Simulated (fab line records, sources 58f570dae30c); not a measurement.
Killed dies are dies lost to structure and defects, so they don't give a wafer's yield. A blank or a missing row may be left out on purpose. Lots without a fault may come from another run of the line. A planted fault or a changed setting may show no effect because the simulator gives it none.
Chamber matching | flow berkeley_cmos170 | UCB170_GATE_ETCH_15 on rie_si-02: 4 sister chambers
The step etches poly-Si in HBr/Cl2, stops on SiO2, time 56.3 s, target depth 278.2 nm. 14 wafers are shown with their chamber, then 7 later ones without.

WAFERS WITH THEIR CHAMBER
wafer  | chamber | throttle_valve_pct (%) | drypump_motor_current_A (A) | he_backside_leak_sccm (sccm)
L236.3 | 1       | 26.44                  | 5.9                         | 3.3
L236.4 | 2       | 26.73                  | 5.6                         | 3.0
L236.5 | 0       | 26.44                  | 5.7                         | 2.5
L238.1 | 0       | 26.43                  | 5.7                         | 2.5
L238.5 | 3       | 26.65                  | 6.5                         | 3.0
L238.6 | 2       | 26.75                  | 5.6                         | 3.0
L241.1 | 2       | 26.73                  | 5.5                         | 3.0
L241.3 | 3       | 26.65                  | 6.5                         | 2.9
L241.6 | 0       | 26.45                  | 5.7                         | 2.5
L243.1 | 2       | 26.72                  | 5.6                         | 3.1
L243.3 | 3       | 26.65                  | 6.6                         | 2.8
L243.4 | 2       | 26.74                  | 5.6                         | 3.1
L253.3 | 3       | 26.66                  | 6.5                         | 2.8
L253.4 | 0       | 26.44                  | 5.7                         | 2.4

SIGNATURES (means of the wafers above)
reading                 | chamber 0 | chamber 1 | chamber 2 | chamber 3 | scatter within a chamber
throttle_valve_pct      | 26.4400   | 26.4400   | 26.7340   | 26.6525   | 0.00892
drypump_motor_current_A | 5.700     | 5.900     | 5.580     | 6.525     | 0.0394
he_backside_leak_sccm   | 2.475     | 3.300     | 3.040     | 2.875     | 0.0686
Rule: a wafer's distance from a chamber is the root of the sum, over the readings, of the square of ((its reading less the chamber's mean) divided by the reading's scatter). The wafer belongs to the nearest chamber; if the next one is less than 2 further off, it can't be placed. The scatter: the root of (the sum of the squares of (reading less its chamber's mean) over the shown wafers, divided by (wafers less chambers)).

WAFERS WITHOUT THEIR CHAMBER
wafer  | throttle_valve_pct (%) | drypump_motor_current_A (A) | he_backside_leak_sccm (sccm)
L253.5 | 26.45                  | 5.7                         | 2.5
L256.1 | 26.74                  | 5.6                         | 3.1
L256.2 | 26.42                  | 5.7                         | 2.5
L256.5 | 26.72                  | 5.6                         | 3.1
L257.3 | 26.45                  | 5.7                         | 2.5
L257.4 | 26.66                  | 6.5                         | 2.9
L257.6 | 26.43                  | 5.7                         | 2.5

WHICH CHAMBER EACH WENT THROUGH
wafer  | from the rows above | in truth
L253.5 | 0                   | 0
L256.1 | 2                   | 2
L256.2 | 0                   | 0
L256.5 | 2                   | 2
L257.3 | 0                   | 0
L257.4 | 3                   | 3
L257.6 | 0                   | 0
Placed correctly: 7 of 7. Can't be placed from these rows: 0. Placed wrongly: 0.
